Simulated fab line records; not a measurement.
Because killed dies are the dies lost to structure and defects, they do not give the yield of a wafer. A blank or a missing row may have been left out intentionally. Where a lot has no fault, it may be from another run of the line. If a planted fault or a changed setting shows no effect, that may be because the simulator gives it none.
A single fault, viewed from 2 desks + flow rit cmos + each desk holds nothing but its own numbers, with what lay behind them at the end

THE METROLOGY DESK
What the gauges read, lot by lot, whatever tool the lot ran on: means of the sampled wafers that have a number. The brackets show how far a lot's mean lies from the usual mean; more than 4 standard deviations puts the lot out of limits, marked OUT.
Columns: A = cd nm at RIT_CONTACT_CD_MEAS_08, usual 1000.5 nm; B = M1_OVL at RIT_M1_OVL_MEAS_10, usual 0.5 nm
| lot  | first seen here | A                | B    |
|------|-----------------|------------------|------|
| L640 | day 3 05:10     | 999.1            | 0.1  |
| L641 | day 3 09:43     | 1001.3           | -0.2 |
| L642 | day 3 13:44     | 1003.3           | 0.0  |
| L644 | day 4 02:08     | 1002.7           | 1.0  |
| L645 | day 4 06:23     | 997.9            | -1.4 |
| L646 | day 4 11:53     | 999.5            | 2.4  |
| L647 | day 4 15:48     | 1000.2           | -1.2 |
| L652 | day 5 16:13     | 1063.8 (+32) OUT | 1.0  |
| L653 | day 5 20:20     | 1000.4           | 0.5  |
| L655 | day 6 07:26     | 1002.2           | 3.2  |
| L659 | day 7 04:06     | 998.9            | 1.4  |
| L661 | day 7 11:56     | 1001.8           | 2.0  |
| L663 | day 7 23:26     | 999.7            | 0.5  |
This desk's verdict: out of limits on L652, starting with L652 at day 5 16:13 (cd nm at RIT_CONTACT_CD_MEAS_08). L640, L641, L642, L644, L645, L646, L647, L653, L655, L659, L661, L663 stayed within limits.

FOR THE TOOL OWNER'S DESK: iline stepper-01
The tool's own readings at RIT_CONTACT_EXPOSE_05 (exposes mask M11, target cd 1000 nm): means of the sampled wafers that have a number, for each lot that ran on this tool. The brackets show how far a lot's mean lies from the usual mean; more than 4 standard deviations puts the lot out of limits, marked OUT.
Columns: A = exposure dose mJ cm2 at RIT_CONTACT_EXPOSE_05, usual 249.95
| lot  | first seen here | A                |
|------|-----------------|------------------|
| L640 | day 3 04:38     | 250.07           |
| L641 | day 3 09:12     | 249.66           |
| L644 | day 4 01:37     | 250.18           |
| L647 | day 4 15:17     | 249.99           |
| L652 | day 5 15:31     | 240.85 (-38) OUT |
This desk's verdict: out of limits on L652, starting with L652 at day 5 15:31 (exposure dose mJ cm2 at RIT_CONTACT_EXPOSE_05). L640, L641, L644, L647 stayed within limits.

BROUGHT TOGETHER
On L652, at day 5 15:31, an alarm was possible from the tool owner's desk.
L652 would have let the metrology desk raise an alarm at day 5 16:13.
The lots listed all ran RIT_CONTACT_EXPOSE_05 on iline stepper-01.

WHAT THE SIMULATOR HAD PUT IN
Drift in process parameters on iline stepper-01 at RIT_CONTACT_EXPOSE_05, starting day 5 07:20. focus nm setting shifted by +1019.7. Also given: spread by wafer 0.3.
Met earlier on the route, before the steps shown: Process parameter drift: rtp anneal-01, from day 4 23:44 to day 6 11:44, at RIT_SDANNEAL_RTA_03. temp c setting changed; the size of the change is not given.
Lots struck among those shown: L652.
Time in hours from fault onset to the first out-of-limits reading at each desk: tool owner's desk 8, metrology desk 9.
